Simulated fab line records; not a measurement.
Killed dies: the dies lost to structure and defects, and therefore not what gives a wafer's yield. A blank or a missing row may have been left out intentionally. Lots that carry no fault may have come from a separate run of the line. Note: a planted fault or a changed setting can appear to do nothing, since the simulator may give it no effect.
fab line records ; flow rit_cmos
record: lots: 5; wafers: 15; last_day: 7
route steps=202 shown GATE@83 M1@202
lots untouched by any fault: they come from a run of this same line in which no faults occurred
start_h: the number of hours between the record's first day and the start of the first shown wafer of the lot ; wait_h: hours elapsed since this lot's preceding step ; " same as the row above ; L1.1+2: a single row standing in for several wafers ; - value missing, or start not given ; * or withheld: withheld ; < > ~ a bound
route shown NAME@n: a module of which the file shows steps, and the number in the route of the first ; usual: average and standard deviation across the fault-free wafers ; same: alike in all rows ; chamber/n: place in a boat ; sites: readings site by site ; _std_site: the values' standard deviation ; _edge_site: inner sites' mean taken away from outer sites' mean ; radius_mm: how far each site lies from the wafer's centre ; mask NAME#n: copy n ; behind: the most recent tool/chamber to have shaped the wafer ; hold: the reason the lot was held/the length of the hold in hours/how it ended ; device: transistor that didn't switch, given as n, p or np ; end of line: tests run on the same wafers once the route is complete ; a step without rows: its recipe alone ; killed: at the first sort, the dies lost to defects and structure; wafer yield is something else ; map: per-die view of a wafer (x killed, . not killed, _ where there is no die)
set.NAME: the setting the step ran with; set.NAME@STEP: the setting that earlier step ran with ; model.NAME: the simulator's own value behind a step, which no gauge read
a table for each step, a row for each wafer; lots at some steps of the route
services: the hour from which a tool's chamber was out of use, counted from the record's first day as start_h (under 0 if before that day), plus the number of hours and why
== steps ==
step: RIT_GATE_THK_MEAS_07
recipe: reads: SiO2_of_GATE_OXIDATION_05
usual: GATE_OXIDE_THK: 3.02/0.06
lot.wafer;tool;chamber;start_h;wait_h;GATE_OXIDE_THK[nm]
L681.2;film_metro-03;-;37.91;0.0;3.10
L681.5;film_metro-03;-;37.91;0.0;3.10
L681.6;film_metro-03;-;37.91;0.0;3.12
L686.2;film_metro-02;-;60.52;0.0;2.97
L686.3;film_metro-02;-;60.52;0.0;2.98
L686.5;film_metro-02;-;60.52;0.0;2.93
L698.2;film_metro-02;-;120.51;0.0;2.98
L698.3;film_metro-02;-;120.51;0.0;2.93
L698.4;film_metro-02;-;120.51;0.0;2.94
L699.1;film_metro-03;-;127.29;0.0;3.15
L699.3;film_metro-03;-;127.29;0.0;3.05
L699.5;film_metro-03;-;127.29;0.0;3.08
L701.1;film_metro-04;-;140.88;0.0;3.03
L701.2;film_metro-04;-;140.88;0.0;2.98
L701.6;film_metro-04;-;140.88;0.0;3.04
step: RIT_GATE_CVD_08
recipe: material: poly-Si; target_thk_nm: 250; temp_c: 610; precursor: SiH4; time_s: 2220; pressure_mtorr: 300; sih4_flow_sccm: 100
step: RIT_GATE_THK_MEAS_09
recipe: reads: poly-Si_of_GATE_CVD_08
usual: GATE_POLY_THK: 250.3/2.4
lot.wafer;tool;chamber;start_h;wait_h;GATE_POLY_THK[nm]
L681.2;film_metro-03;-;39.59;0.0;253.8
L681.5;film_metro-03;-;39.59;0.0;252.4
L681.6;film_metro-03;-;39.59;0.0;251.6
L686.2;film_metro-03;-;62.19;0.0;252.0
L686.3;film_metro-03;-;62.19;0.0;253.1
L686.5;film_metro-03;-;62.19;0.0;253.1
L698.2;film_metro-03;-;122.19;0.0;249.6
L698.3;film_metro-03;-;122.19;0.0;250.1
L698.4;film_metro-03;-;122.19;0.0;250.5
L699.1;film_metro-03;-;130.57;0.0;251.1
L699.3;film_metro-03;-;130.57;0.0;250.7
L699.5;film_metro-03;-;130.57;0.0;252.5
L701.1;film_metro-03;-;143.37;0.0;249.3
L701.2;film_metro-03;-;143.37;0.0;251.1
L701.6;film_metro-03;-;143.37;0.0;247.6
step: RIT_GATE_HMDS_10
recipe: prime_time_s: 60; prime_temp_c: 140
step: RIT_GATE_COAT_11
recipe: resist: NOVOLAK; spin_rpm: 4250; resist_thk_nm: 850
step: RIT_GATE_SOFTBAKE_12
recipe: resist: NOVOLAK; temp_c: 90; time_s: 60
step: RIT_GATE_EXPOSE_13
recipe: mask_id: M6; na: 0.6; source_shape: conventional; sigma_outer: 0.6; target_cd_nm: 150; dose_mj: 380
step: RIT_GATE_PEB_14
recipe: resist: NOVOLAK; temp_c: withheld; time_s: withheld
step: RIT_GATE_DEVELOP_15
recipe: resist: NOVOLAK; develop_time_s: 52.32; dev_temp_c: 23
step: RIT_GATE_CD_MEAS_16
recipe: target_cd_nm: 150
usual: cd_nm: 151.6/2.4
lot.wafer;tool;chamber;start_h;wait_h;cd_nm
L681.2;cd_sem-02;-;40.71;-;150.1
L681.5;cd_sem-02;-;40.71;-;148.8
L681.6;cd_sem-02;-;40.71;-;151.6
L686.2;cd_sem-02;-;63.17;-;153.7
L686.3;cd_sem-02;-;63.17;-;156.2
L686.5;cd_sem-02;-;63.17;-;155.5
L698.2;cd_sem-02;-;123.28;-;155.6
L698.3;cd_sem-02;-;123.28;-;153.3
L698.4;cd_sem-02;-;123.28;-;154.8
L699.1;cd_sem-01;-;131.61;-;154.8
L699.3;cd_sem-01;-;131.61;-;156.9
L699.5;cd_sem-01;-;131.61;-;154.3
L701.1;cd_sem-02;-;144.40;-;153.4
L701.2;cd_sem-02;-;144.40;-;152.6
L701.6;cd_sem-02;-;144.40;-;154.3
step: RIT_GATE_OVL_MEAS_17
usual: GATE_OVL: 0.2/1.3
lot.wafer;tool;chamber;start_h;wait_h;GATE_OVL[nm]
L681.2;overlay-02;-;40.81;0.1;0.8
L681.5;overlay-02;-;40.81;0.1;1.6
L681.6;overlay-02;-;40.81;0.1;-0.1
L686.2;overlay-02;-;63.28;0.1;0.1
L686.3;overlay-02;-;63.28;0.1;2.4
L686.5;overlay-02;-;63.28;0.1;1.0
L698.2;overlay-01;-;123.39;0.1;-0.6
L698.3;overlay-01;-;123.39;0.1;-1.3
L698.4;overlay-01;-;123.39;0.1;-0.5
L699.1;overlay-01;-;131.73;0.1;0.0
L699.3;overlay-01;-;131.73;0.1;2.9
L699.5;overlay-01;-;131.73;0.1;1.6
L701.1;overlay-02;-;144.52;0.1;-1.4
L701.2;overlay-02;-;144.52;0.1;-1.2
L701.6;overlay-02;-;144.52;0.1;-0.5
step: RIT_GATE_HARDBAKE_18
recipe: resist: NOVOLAK; temp_c: 140; time_s: 60
step: RIT_GATE_ETCH_19
recipe: chemistry: SF6/CHF3/O2; time_s: 165; SF6_flow_sccm: 30; CHF3_flow_sccm: 30; O2_flow_sccm: 5; target: poly-Si; pressure_mtorr: 40; rf_w: 160; target_depth_a: 3125; over_etch_frac: 0.25; stop_on: SiO2
usual: drypump_motor_current_A: 5.7/0.51; oes_product_au: 0.842/0.013; rf_fwd_power_W: 159.4/0.5; throttle_valve_pct: 10.20/0.12
same: time_s: 165
lot.wafer;tool;chamber;start_h;wait_h;drypump_motor_current_A;oes_product_au;rf_fwd_power_W;rf_hours_counter_h;throttle_valve_pct;model.NOVOLAK_of_GATE_COAT_11.thk_nm
L681.2;rie_si-02;3;40.99;0.1;5.5;0.838;159.1;116;10.12;670.5
L681.5;rie_si-02;2;40.99;0.1;5.6;0.842;159.7;-;10.08;673.8
L681.6;rie_si-02;3;40.99;0.1;5.6;0.841;158.9;-;10.13;670.6
L686.2;rie_si-01;1;63.46;0.1;5.0;0.856;159.6;1;10.17;668.7
L686.3;rie_si-01;0;63.46;0.1;5.8;0.869;158.2;145;10.31;670.2
L686.5;rie_si-01;1;63.46;0.1;5.0;0.856;159.7;-;10.18;671.7
L698.2;rie_si-01;0;123.69;0.1;5.8;0.853;158.8;146;10.34;667.7
L698.3;rie_si-01;1;123.69;0.1;5.1;0.850;158.6;2;10.19;668.3
L698.4;rie_si-01;2;123.69;0.1;6.0;0.833;184.6;-;10.29;659
L699.1;rie_si-02;2;131.91;0.1;5.5;0.844;159.4;4;10.06;675.8
L699.3;rie_si-02;3;131.91;0.1;5.5;0.839;159.7;117;10.13;676.3
L699.5;rie_si-02;0;131.91;0.1;4.9;0.834;158.8;-;10.06;673.5
L701.1;rie_si-02;2;144.79;0.1;5.6;0.846;158.5;4;10.06;675.9
L701.2;rie_si-02;3;144.79;0.1;5.5;0.834;159.3;117;10.14;671.8
L701.6;rie_si-02;0;144.79;0.1;4.9;0.812;159.2;-;10.06;673.6
step: RIT_GATE_STRIP_20
recipe: chemistry: O2; time_s: 180; resist: NOVOLAK; platen_temp_c: withheld; power_w: 500; pressure_mtorr: 4000; o2_flow_sccm: 4000
usual: drypump_motor_current_A: 5.7/0.52
same: time_s: 180
lot.wafer;tool;chamber;start_h;wait_h;drypump_motor_current_A;rf_hours_counter_h
L681.2;plasma_asher-03;1;41.10;0.1;5.6;41
L681.5;plasma_asher-03;1;41.10;0.1;5.6;-
L681.6;plasma_asher-03;0;41.10;0.1;5.3;-
L686.2;plasma_asher-03;1;63.56;0.1;5.6;43
L686.3;plasma_asher-03;0;63.56;0.1;5.3;-
L686.5;plasma_asher-03;1;63.56;0.1;5.6;-
L698.2;plasma_asher-03;1;123.80;0.1;5.6;50
L698.3;plasma_asher-03;0;123.80;0.1;5.3;-
L698.4;plasma_asher-03;1;123.80;0.1;5.6;-
L699.1;plasma_asher-01;1;132.02;0.1;5.0;1
L699.3;plasma_asher-01;0;132.02;0.1;6.6;-
L699.5;plasma_asher-01;0;132.02;0.1;6.6;-
L701.1;plasma_asher-03;1;144.90;0.1;5.6;52
L701.2;plasma_asher-03;0;144.90;0.1;5.2;52
L701.6;plasma_asher-03;0;144.90;0.1;5.3;-
step: RIT_M1_PROBE_99
usual: killed_at_contacts: 0.1/0.24; killed_at_front_end: 6.7/2.9; killed_dies: 6.8/2.9; killed_open: 3.5/2; killed_short: 3.2/1.9
same: gross_dies: 264; killed_at_M0_to_M3: 0; killed_at_M4_up: 0; killed_at_back_side: 0; killed_at_other: 0
lot.wafer;tool;chamber;start_h;wait_h;killed_at_contacts;killed_at_front_end;killed_dies;killed_open;killed_short;model.etest.antenna_poly.vt_shift_v
L681.2;prober-01;-;60.76;0.1;0;6;6;2;4;-0.009806
L681.5;prober-01;-;60.91;0.2;0;7;7;2;5;-0.01153
L681.6;prober-01;-;60.96;0.2;0;4;4;3;1;-0.007739
L686.2;prober-02;-;83.84;0.1;0;8;8;4;4;-0.007119
L686.3;prober-02;-;83.89;0.2;0;8;8;3;5;-0.006605
L686.5;prober-02;-;83.99;0.2;0;4;4;3;1;-0.008156
L698.2;prober-02;-;143.72;0.1;0;8;8;4;4;-0.01201
L698.3;prober-02;-;143.77;0.2;0;3;3;2;1;-0.008902
L698.4;prober-02;-;143.82;0.2;0;9;9;4;5;-0.01551
L699.1;prober-01;-;153.36;0.1;0;2;2;1;1;-0.005427
L699.3;prober-01;-;153.46;0.2;0;8;8;4;4;-0.009861
L699.5;prober-01;-;153.56;0.2;0;3;3;3;0;-0.007663
L701.1;prober-01;-;166.78;0.1;1;7;8;4;4;-0.003312
L701.2;prober-01;-;166.83;0.1;0;2;2;2;0;-0.006031
L701.6;prober-01;-;167.03;0.2;0;5;5;5;0;-0.004876
killed by level:class
L681.2 FOX1:geometric_particle:open=2 SILICIDE:geometric_particle:short=2 FOX2:geometric_particle:short=1 SPACER:geometric_particle:short=1
L681.5 GATE:geometric_particle:short=3 GATE:geometric_particle:open=2 FOX1:geometric_particle:short=1 REOX:geometric_particle:short=1
L681.6 SPACER:geometric_particle:open=2 FOX2:geometric_particle:short=1 SILICIDE:geometric_particle:open=1
L686.2 GATE:geometric_particle:open=4 GATE:geometric_particle:short=3 REOX:geometric_particle:short=1
L686.3 GATE:geometric_particle:open=3 GATE:geometric_particle:short=3 REOX:geometric_particle:short=1 SPACER:geometric_particle:short=1
L686.5 ACTIVE:geometric_particle:open=1 GATE:geometric_particle:open=1 SILICIDE:geometric_particle:open=1 SILICIDE:geometric_particle:short=1
L698.2 GATE:geometric_particle:open=2 FOX2:geometric_particle:short=1 FOX2:geometric_particle:open=1 GATE:geometric_particle:short=1 REOX:geometric_particle:short=1 SPACER:geometric_particle:short=1 SPACER:geometric_particle:open=1
L698.3 FOX1:geometric_particle:open=1 GATE:geometric_particle:open=1 GATE:geometric_particle:short=1
L698.4 FOX1:geometric_particle:short=2 SILICIDE:geometric_particle:short=2 FOX1:geometric_particle:open=1 GATE:geometric_particle:open=1 GATE:geometric_particle:short=1 REOX:geometric_particle:open=1 SPACER:geometric_particle:open=1
L699.1 SPACER:geometric_particle:short=1 SPACER:geometric_particle:open=1
L699.3 GATE:geometric_particle:short=2 SPACER:geometric_particle:open=2 SPACER:geometric_particle:short=2 FOX2:geometric_particle:open=1 REOX:geometric_particle:open=1
L699.5 FOX1:geometric_particle:open=3
L701.1 GATE:geometric_particle:open=2 FOX1:geometric_particle:short=1 FOX2:geometric_particle:short=1 REOX:geometric_particle:short=1 SPACER:geometric_particle:open=1 SPACER:geometric_particle:short=1 CONTACT:geometric_particle:open=1
L701.2 FOX2:geometric_particle:open=1 SPACER:geometric_particle:open=1
L701.6 SPACER:geometric_particle:open=3 GATE:geometric_particle:open=1 SILICIDE:geometric_particle:open=1
== services ==
tool;chamber;start_h;hours;kind
rie_si-01;2;47.85;-;clean
rie_si-01;2;47.85;17.0;scheduled_down
rie_si-01;2;47.85;17.0;vent_cycle
plasma_asher-01;-;65.01;13.4;repair
rie_si-02;1;77.90;-;clean
rie_si-02;1;77.90;15.8;scheduled_down
rie_si-02;1;77.90;15.8;vent_cycle
rie_si-01;2;90.19;10.8;repair
rie_si-01;1;96.68;3.8;repair
plasma_asher-01;-;108.75;9.0;pm
plasma_asher-01;0;108.75;9.0;vent_cycle
plasma_asher-01;1;108.75;9.0;vent_cycle
rie_si-01;3;115.30;21.3;repair
plasma_asher-01;0;117.75;-;clean
plasma_asher-01;1;117.75;-;clean
plasma_asher-01;-;119.94;4.3;repair
rie_si-02;1;124.54;3.5;repair
rie_si-02;3;135.87;5.7;repair
rie_si-01;0;136.63;-;clean
rie_si-01;0;136.63;13.1;scheduled_down
rie_si-01;0;136.63;13.1;vent_cycle
== key ==
first_sign: step: RIT_GATE_ETCH_19; reading: rf_fwd_power_W; direction: up; sigmas: 50; usual: 159.4; struck: 184.6
effect none on later readings
model_effect: step: RIT_GATE_ETCH_19; value: NOVOLAK_of_GATE_COAT_11.thk_nm; without: 672.2; struck: 659
model_effect: step: RIT_M1_PROBE_99; value: etest.antenna_poly.vt_shift_v; without: -0.009609; struck: -0.01551
met_at RIT_GATE_ETCH_19
struck_wafers L698.4
tester_left_out L698
fault: kind: process_parameter_drift; tool: rie_si-01; chamber: 2; onset_h: 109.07; steps: RIT_GATE_ETCH_19; channel: rf_w; offset: 25.6; shape: step; end_h: 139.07; stated: 160
tester_left_out: of these lots the tester's yield and bins aren't shown, on N5 and GAA mostly nor the transistor test; their killed dies are dies lost to structure and defects alone, not to doping, threshold or leakage, so they don't give the yield
